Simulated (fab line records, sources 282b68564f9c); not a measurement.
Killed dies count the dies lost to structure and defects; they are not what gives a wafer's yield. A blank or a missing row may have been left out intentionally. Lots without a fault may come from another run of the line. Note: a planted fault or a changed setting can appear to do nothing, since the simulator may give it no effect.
Which tool was responsible? || flow rit cmos || 14 lots with 42 wafers sampled at 2 steps, on a route of 202 steps

WHAT EACH GAUGE READ, for each wafer
RIT_GATE_THK_MEAS_09. Usual: GATE_POLY_THK 250.5 nm, standard deviation 2.7.
{"lot": "L878", "measured": "day 2 17:32", "on": "film metro-04", "GATE_POLY_THK (nm)": "249.0 249.9 249.2", "flag": ""}
{"lot": "L879", "measured": "day 2 20:11", "on": "film metro-01", "GATE_POLY_THK (nm)": "253.5 252.4 252.8", "flag": ""}
{"lot": "L880", "measured": "day 2 22:08", "on": "film metro-01", "GATE_POLY_THK (nm)": "251.5 249.6 251.9", "flag": ""}
{"lot": "L881", "measured": "day 3 03:32", "on": "film metro-04", "GATE_POLY_THK (nm)": "248.9 250.8 249.9", "flag": ""}
{"lot": "L882", "measured": "day 3 08:43", "on": "film metro-04", "GATE_POLY_THK (nm)": "254.2 255.6 255.3", "flag": ""}
{"lot": "L883", "measured": "day 3 14:57", "on": "film metro-04", "GATE_POLY_THK (nm)": "250.1 253.2 252.8", "flag": ""}
{"lot": "L885", "measured": "day 3 22:04", "on": "film metro-02", "GATE_POLY_THK (nm)": "245.4 245.0 244.9", "flag": ""}
{"lot": "L887", "measured": "day 4 09:31", "on": "film metro-02", "GATE_POLY_THK (nm)": "246.5 250.5 249.9", "flag": ""}
{"lot": "L889", "measured": "day 4 18:13", "on": "film metro-02", "GATE_POLY_THK (nm)": "256.5 256.7 256.5", "flag": ""}
{"lot": "L890", "measured": "day 4 22:52", "on": "film metro-04", "GATE_POLY_THK (nm)": "247.4 248.8 247.3", "flag": ""}
{"lot": "L891", "measured": "day 5 04:07", "on": "film metro-02", "GATE_POLY_THK (nm)": "248.8 247.9 249.7", "flag": ""}
{"lot": "L896", "measured": "day 6 07:12", "on": "film metro-02", "GATE_POLY_THK (nm)": "250.9 248.9 249.2", "flag": ""}
{"lot": "L900", "measured": "day 7 01:37", "on": "film metro-02", "GATE_POLY_THK (nm)": "188.2 187.8 186.8", "flag": "OFF"}
{"lot": "L901", "measured": "day 7 06:18", "on": "film metro-01", "GATE_POLY_THK (nm)": "189.4 187.5 187.8", "flag": "OFF"}

TOOL THAT RAN EACH LOT (tool first, then ch and the chambers of the sampled wafers, then the start)
{"lot": "L878", "RIT_GATE_CVD_08": "lpcvd-02 ch 1, day 2 15:55"}
{"lot": "L879", "RIT_GATE_CVD_08": "lpcvd-02 ch 0, day 2 18:34"}
{"lot": "L880", "RIT_GATE_CVD_08": "lpcvd-02 ch 0, day 2 20:31"}
{"lot": "L881", "RIT_GATE_CVD_08": "lpcvd-01 ch 0, day 3 01:55"}
{"lot": "L882", "RIT_GATE_CVD_08": "lpcvd-01 ch 1, day 3 07:05"}
{"lot": "L883", "RIT_GATE_CVD_08": "lpcvd-02 ch 1, day 3 12:31"}
{"lot": "L885", "RIT_GATE_CVD_08": "lpcvd-01 ch 1, day 3 20:26"}
{"lot": "L887", "RIT_GATE_CVD_08": "lpcvd-02 ch 1, day 4 07:05"}
{"lot": "L889", "RIT_GATE_CVD_08": "lpcvd-01 ch 0, day 4 16:35"}
{"lot": "L890", "RIT_GATE_CVD_08": "lpcvd-02 ch 1, day 4 21:14"}
{"lot": "L891", "RIT_GATE_CVD_08": "lpcvd-01 ch 1, day 5 02:26"}
{"lot": "L896", "RIT_GATE_CVD_08": "lpcvd-01 ch 1, day 6 04:46"}
{"lot": "L900", "RIT_GATE_CVD_08": "lpcvd-01 ch 0, day 6 23:59"}
{"lot": "L901", "RIT_GATE_CVD_08": "lpcvd-01 ch 1, day 7 04:41"}
- RIT_GATE_CVD_08: deposits poly-Si from SiH4, target thk 250 nm, time 2220 s.

AS READ BY THE TOOLS THEMSELVES (means over the sampled wafers that have a number; for cases with no such wafer, the mark the record gives instead)
RIT_GATE_CVD_08. Usual: spike tc load C 631.8 C, standard deviation 1.4; zone power source pct 11.6 %, standard deviation 0.33.
{"lot": "L878", "tool": "lpcvd-02", "spike tc load C (C)": 633.3, "zone power source pct (%)": 11.3, "flag": ""}
{"lot": "L879", "tool": "lpcvd-02", "spike tc load C (C)": 630.5, "zone power source pct (%)": 11.5, "flag": ""}
{"lot": "L880", "tool": "lpcvd-02", "spike tc load C (C)": 630.2, "zone power source pct (%)": 11.5, "flag": ""}
{"lot": "L881", "tool": "lpcvd-01", "spike tc load C (C)": 630.6, "zone power source pct (%)": 12.1, "flag": ""}
{"lot": "L882", "tool": "lpcvd-01", "spike tc load C (C)": 631.2, "zone power source pct (%)": 11.5, "flag": ""}
{"lot": "L883", "tool": "lpcvd-02", "spike tc load C (C)": 632.5, "zone power source pct (%)": 11.2, "flag": ""}
{"lot": "L885", "tool": "lpcvd-01", "spike tc load C (C)": 630.9, "zone power source pct (%)": 11.6, "flag": ""}
{"lot": "L887", "tool": "lpcvd-02", "spike tc load C (C)": 632.8, "zone power source pct (%)": 11.3, "flag": ""}
{"lot": "L889", "tool": "lpcvd-01", "spike tc load C (C)": 630.5, "zone power source pct (%)": 12.2, "flag": ""}
{"lot": "L890", "tool": "lpcvd-02", "spike tc load C (C)": 632.5, "zone power source pct (%)": 11.3, "flag": ""}
{"lot": "L891", "tool": "lpcvd-01", "spike tc load C (C)": 632.1, "zone power source pct (%)": 11.6, "flag": ""}
{"lot": "L896", "tool": "lpcvd-01", "spike tc load C (C)": 631.4, "zone power source pct (%)": 11.6, "flag": ""}
{"lot": "L900", "tool": "lpcvd-01", "spike tc load C (C)": 629.9, "zone power source pct (%)": 12.1, "flag": ""}
{"lot": "L901", "tool": "lpcvd-01", "spike tc load C (C)": 631.3, "zone power source pct (%)": 11.6, "flag": ""}

THE ANSWER, worked out from the rows above alone
Rule: take the mean of a lot's wafers that have a number; if it is more than 3 standard deviations from the usual mean, the lot is off. Also off: a lot with no number at a reading for which 4 or more lots have one. Where the step has rows for the other lots, those lots are counted as sound. The gauges are gone through in route order, then the tools' own readings, and for those a lot's mean is taken as printed above. The first step at which some lot is off is used, and at that step the reading that is off furthest; a lot without a number counts as furthest.
Off: at RIT_GATE_THK_MEAS_09 (GATE_POLY_THK), L900, L901.
A tool fits if, at a process step before that reading, it ran every lot that is off, and no sound lot after the first of them. Gauges at RIT_GATE_THK_MEAS_09: tried the same way as those tools. One fits: RIT_GATE_CVD_08 on lpcvd-01. A fault onset in the window from L896 (day 6 04:46, its last sound lot) to L900 (day 6 23:59, its first lot off) fits.

WHAT THE SIMULATOR HAD PUT IN
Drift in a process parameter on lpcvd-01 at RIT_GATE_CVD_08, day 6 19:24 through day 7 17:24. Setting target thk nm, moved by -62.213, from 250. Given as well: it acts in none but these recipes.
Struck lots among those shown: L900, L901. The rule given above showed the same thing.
